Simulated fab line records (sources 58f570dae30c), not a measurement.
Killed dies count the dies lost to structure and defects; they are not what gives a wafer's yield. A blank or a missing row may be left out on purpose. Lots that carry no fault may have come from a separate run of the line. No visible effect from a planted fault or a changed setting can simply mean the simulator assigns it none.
Chamber matching / flow berkeley_cmos170 / UCB170_M3_ETCH_17 on rie_diel-04: 4 sister chambers
The step etches BARC in N2/H2. 14 wafers are shown with their chamber, then 7 later ones without.

WAFERS PAIRED WITH THEIR CHAMBERS
wafer=L321.2; chamber=2; drypump_motor_current_A (A)=5.8; throttle_valve_pct (%)=12.86; oes_product_au (a.u.)=0.996
wafer=L321.5; chamber=3; drypump_motor_current_A (A)=6.8; throttle_valve_pct (%)=13.02; oes_product_au (a.u.)=1.013
wafer=L321.6; chamber=1; drypump_motor_current_A (A)=6.1; throttle_valve_pct (%)=13.17; oes_product_au (a.u.)=1.011
wafer=L322.2; chamber=1; drypump_motor_current_A (A)=6.1; throttle_valve_pct (%)=13.17; oes_product_au (a.u.)=1.014
wafer=L322.4; chamber=2; drypump_motor_current_A (A)=5.8; throttle_valve_pct (%)=12.86; oes_product_au (a.u.)=1.007
wafer=L322.6; chamber=3; drypump_motor_current_A (A)=6.8; throttle_valve_pct (%)=13.01; oes_product_au (a.u.)=1.010
wafer=L325.1; chamber=2; drypump_motor_current_A (A)=5.8; throttle_valve_pct (%)=12.86; oes_product_au (a.u.)=0.983
wafer=L325.2; chamber=0; drypump_motor_current_A (A)=5.3; throttle_valve_pct (%)=13.45; oes_product_au (a.u.)=1.013
wafer=L325.4; chamber=1; drypump_motor_current_A (A)=6.1; throttle_valve_pct (%)=13.16; oes_product_au (a.u.)=1.009
wafer=L326.1; chamber=2; drypump_motor_current_A (A)=5.8; throttle_valve_pct (%)=12.86; oes_product_au (a.u.)=0.991
wafer=L326.4; chamber=0; drypump_motor_current_A (A)=5.3; throttle_valve_pct (%)=13.44; oes_product_au (a.u.)=1.020
wafer=L326.5; chamber=2; drypump_motor_current_A (A)=5.8; throttle_valve_pct (%)=12.87; oes_product_au (a.u.)=0.994
wafer=L331.4; chamber=1; drypump_motor_current_A (A)=6.0; throttle_valve_pct (%)=13.16; oes_product_au (a.u.)=1.014
wafer=L331.5; chamber=0; drypump_motor_current_A (A)=5.3; throttle_valve_pct (%)=13.45; oes_product_au (a.u.)=1.039

SIGNATURES (means of the wafers above)
reading=drypump_motor_current_A; chamber 0=5.300; chamber 1=6.075; chamber 2=5.800; chamber 3=6.800; scatter within a chamber=0.0274
reading=throttle_valve_pct; chamber 0=13.4467; chamber 1=13.1650; chamber 2=12.8620; chamber 3=13.0150; scatter within a chamber=0.00545
reading=oes_product_au; chamber 0=1.02400; chamber 1=1.01200; chamber 2=0.99420; chamber 3=1.01150; scatter within a chamber=0.00829
Rule: for a wafer and a chamber, the distance is found by dividing, reading by reading, the gap between the wafer's reading and the chamber's mean by the reading's scatter, squaring, summing and taking the root. The wafer belongs to the nearest chamber; if the next one is less than 2 further off, it can't be placed. The scatter: take each reading less its chamber's mean, square it, sum over the shown wafers, divide by the number of wafers less the number of chambers, and take the root.

WAFERS WITH NO CHAMBER GIVEN
wafer=L331.6; drypump_motor_current_A (A)=6.8; throttle_valve_pct (%)=13.03; oes_product_au (a.u.)=1.009
wafer=L336.1; drypump_motor_current_A (A)=5.8; throttle_valve_pct (%)=12.92; oes_product_au (a.u.)=1.017
wafer=L336.3; drypump_motor_current_A (A)=6.1; throttle_valve_pct (%)=13.18; oes_product_au (a.u.)=1.007
wafer=L336.6; drypump_motor_current_A (A)=6.1; throttle_valve_pct (%)=13.16; oes_product_au (a.u.)=1.002
wafer=L335.3; drypump_motor_current_A (A)=5.3; throttle_valve_pct (%)=13.45; oes_product_au (a.u.)=1.021
wafer=L335.4; drypump_motor_current_A (A)=6.1; throttle_valve_pct (%)=13.18; oes_product_au (a.u.)=1.010
wafer=L335.5; drypump_motor_current_A (A)=5.3; throttle_valve_pct (%)=13.44; oes_product_au (a.u.)=1.009

WHICH CHAMBER EACH ONE RAN IN
wafer=L331.6; from the rows above=3; in truth=3
wafer=L336.1; from the rows above=2; in truth=2
wafer=L336.3; from the rows above=1; in truth=1
wafer=L336.6; from the rows above=1; in truth=1
wafer=L335.3; from the rows above=0; in truth=0
wafer=L335.4; from the rows above=1; in truth=1
wafer=L335.5; from the rows above=0; in truth=0
7 of 7 placed correctly. Can't be placed from these rows: 0. Wrongly placed: 0.
